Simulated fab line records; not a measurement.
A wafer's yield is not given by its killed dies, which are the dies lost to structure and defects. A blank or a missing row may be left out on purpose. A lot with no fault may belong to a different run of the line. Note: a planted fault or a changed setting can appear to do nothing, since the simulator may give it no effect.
Which tool did it?    flow berkeleyCmos170    14 lots, 42 wafers sampled, at 4 steps of a route of 331

== WHAT THE GAUGES READ, wafer by wafer ==
UCB170_PLDD_CD_MEAS_06 targets a cd of 1200 nm. Usual: cdNm 1199.7 nm, standard deviation 1.5.
lot   measured      on        cdNm (nm)             flag
L578  day 8 23:59   cdSem-02  1200.2 1200.4 1200.3  
L580  day 8 23:42   cdSem-01  1198.9 1199.3 1199.1  
L579  day 9 00:08   cdSem-01  1200.3 1201.0 1200.8  
L581  day 8 23:49   cdSem-02  1199.1 1200.3 1197.9  
L583  day 9 18:00   cdSem-02  1198.7 1197.7 1199.0  
L584  day 10 13:41  cdSem-01  1198.6 1199.4 1198.2  
L586  day 10 12:43  cdSem-02  1200.8 1201.1 1198.4  
L590  day 11 22:13  cdSem-02  1200.1 1200.9 1199.9  
L595  day 13 00:02  cdSem-01  1203.5 1203.8 1202.3  
L596  day 13 12:08  cdSem-01  1200.3 1201.2 1200.6  
L597  day 13 12:16  cdSem-02  1199.8 1198.6 1199.6  
L599  day 13 17:31  cdSem-01  1201.3 1200.4 1200.3  

UCB170_SDANNEAL_RS_MEAS_05: measures by four-point-probe. Usual: NLDD_RS gives 616.3 ohm/sq (standard deviation 1.6).
lot   measured      on            NLDD_RS (ohm/sq)   flag
L578  day 9 20:42   filmMetro-03  617.4 619.2 616.1  
L580  day 9 20:06   filmMetro-03  614.1 615.2 614.5  
L579  day 9 20:55   filmMetro-01  616.9 616.9 615.1  
L581  day 9 20:26   filmMetro-02  613.6 612.4 613.2  
L583  day 10 12:08  filmMetro-01  618.3 617.8 618.3  
L584  day 11 11:25  filmMetro-03  618.5 615.2 618.1  
L586  day 11 07:15  filmMetro-02  615.1 616.0 616.7  
L590  day 12 14:30  filmMetro-03  616.2 615.5 615.4  
L595  day 13 15:28  filmMetro-02  616.7 617.4 616.2  
L596  day 14 06:01  filmMetro-03  616.1 617.6 616.0  
L597  day 14 06:02  filmMetro-01  615.1 616.3 614.3  
L599  day 14 06:29  filmMetro-03  617.3 615.5 614.4  

== EACH LOT AND THE TOOL THAT RAN IT (in order: tool; ch and the chambers of the sampled wafers; start) ==
lot   UCB170_NWELL_WET_ETCH_18       UCB170_NSD_STRIP_09
L578  wetBench-04 ch 2, day 3 04:52  plasmaAsher-03 ch 0,1, day 9 19:10
L580  wetBench-03 ch 1, day 3 04:59  plasmaAsher-03 ch 0,1, day 9 18:34
L579  wetBench-01 ch 2, day 3 05:14  plasmaAsher-02 ch 0,1, day 9 19:22
L581  wetBench-01 ch 2, day 3 15:24  plasmaAsher-02 ch 0,1, day 9 18:53
L583  wetBench-03 ch 1, day 3 22:38  plasmaAsher-02 ch 0,1, day 10 10:18
L584  wetBench-01 ch 1, day 4 07:40  plasmaAsher-02 ch 0,1, day 11 05:55
L586  wetBench-03 ch 3, day 4 11:58  plasmaAsher-02 ch 0,1, day 11 05:22
L585  wetBench-01 ch 3, day 4 12:04  -
L587  wetBench-03 ch 3, day 4 21:52  -
L590  wetBench-03 ch 0, day 5 12:43  plasmaAsher-03 ch 0,1, day 12 12:49
L595  wetBench-03 ch 2, day 6 18:34  plasmaAsher-02 ch 0,1, day 13 13:21
L596  wetBench-01 ch 0, day 7 05:22  plasmaAsher-01 ch 0,1, day 14 01:12
L597  wetBench-04 ch 0, day 7 05:37  plasmaAsher-02 ch 1, day 14 02:14
L599  wetBench-04 ch 0, day 8 03:20  plasmaAsher-03 ch 0,1, day 14 01:26
- UCB170_NWELL_WET_ETCH_18: etches Si3N4 in H3PO4, time 14400 s.
- UCB170_NSD_STRIP_09: strips in O2.

== WHAT THE TOOLS THEMSELVES READ (means of the sampled wafers that have a number; where no wafer has one, the mark that the record gives instead) ==
UCB170_NWELL_WET_ETCH_18. Usual: bathGuardTempC 160.1 C, standard deviation 0.39; bathHeatDutyPct 27 %, standard deviation 3.1; tempC 159.98 C, standard deviation 0.13.
lot   tool         bathGuardTempC (C)  bathHeatDutyPct (%)  tempC (C)  flag
L578  wetBench-04  160.4               26                   160.05     
L580  wetBench-03  160.3               26                   159.99     
L579  wetBench-01  159.7               29                   160.01     
L581  wetBench-01  159.9               30                   160.04     
L583  wetBench-03  160.5               25                   160.07     
L584  wetBench-01  159.6               27                   160.05     
L586  wetBench-03  160.6               29                   159.95     
L585  wetBench-01  -                   -                    -          OFF
L587  wetBench-03  -                   -                    -          OFF
L590  wetBench-03  159.9               28                   159.97     
L595  wetBench-03  160.2               25                   160.14     
L596  wetBench-01  160.1               33                   159.95     
L597  wetBench-04  159.8               28                   160.06     
L599  wetBench-04  159.8               27                   160.04     

UCB170_NSD_STRIP_09. Usual: drypumpMotorCurrentA 5.9 A, standard deviation 0.33; oesProductAu 0.534 a.u., standard deviation 0.0048; stripTimeToEndpointS 35.81 s, standard deviation 0.079.
lot   tool            drypumpMotorCurrentA (A)  oesProductAu (a.u.)  stripTimeToEndpointS (s)  flag
L578  plasmaAsher-03  6.2                       0.539                35.76                     
L580  plasmaAsher-03  6.1                       0.535                35.73                     
L579  plasmaAsher-02  5.7                       0.526                35.72                     
L581  plasmaAsher-02  5.9                       0.532                35.78                     
L583  plasmaAsher-02  5.7                       0.536                35.79                     
L584  plasmaAsher-02  5.8                       0.533                35.85                     
L586  plasmaAsher-02  5.7                       0.534                35.73                     
L590  plasmaAsher-03  6.1                       0.536                35.79                     
L595  plasmaAsher-02  5.7                       0.535                35.93                     
L596  plasmaAsher-01  5.7                       0.534                35.72                     
L597  plasmaAsher-02  5.6                       0.536                35.88                     
L599  plasmaAsher-03  6.2                       0.529                35.85                     

== THE ANSWER, worked out from the rows above alone ==
Rule: take the mean of a lot's wafers that have a number; if it is more than 3 standard deviations from the usual mean, the lot is off. A lot without any number at a reading at which 4 lots or more have one is off too. Where the step has rows for the other lots, those lots are counted as sound. Order of review: gauges by route order, followed by the tools' own readings, for which a lot's mean as printed above is used. At the first step where some lot is off, the reading lying furthest off is the one used; lots without a number count as furthest.
Off: L585, L587 (UCB170_NWELL_WET_ETCH_18, bathGuardTempC). Without a number there: L585, L587.
If a tool, at that step or one of the process steps before it, ran each lot that is off and ran no sound lot following the first of them, it fits. Of those tried, none fits.

== WHAT WAS PUT IN BY THE SIMULATOR ==
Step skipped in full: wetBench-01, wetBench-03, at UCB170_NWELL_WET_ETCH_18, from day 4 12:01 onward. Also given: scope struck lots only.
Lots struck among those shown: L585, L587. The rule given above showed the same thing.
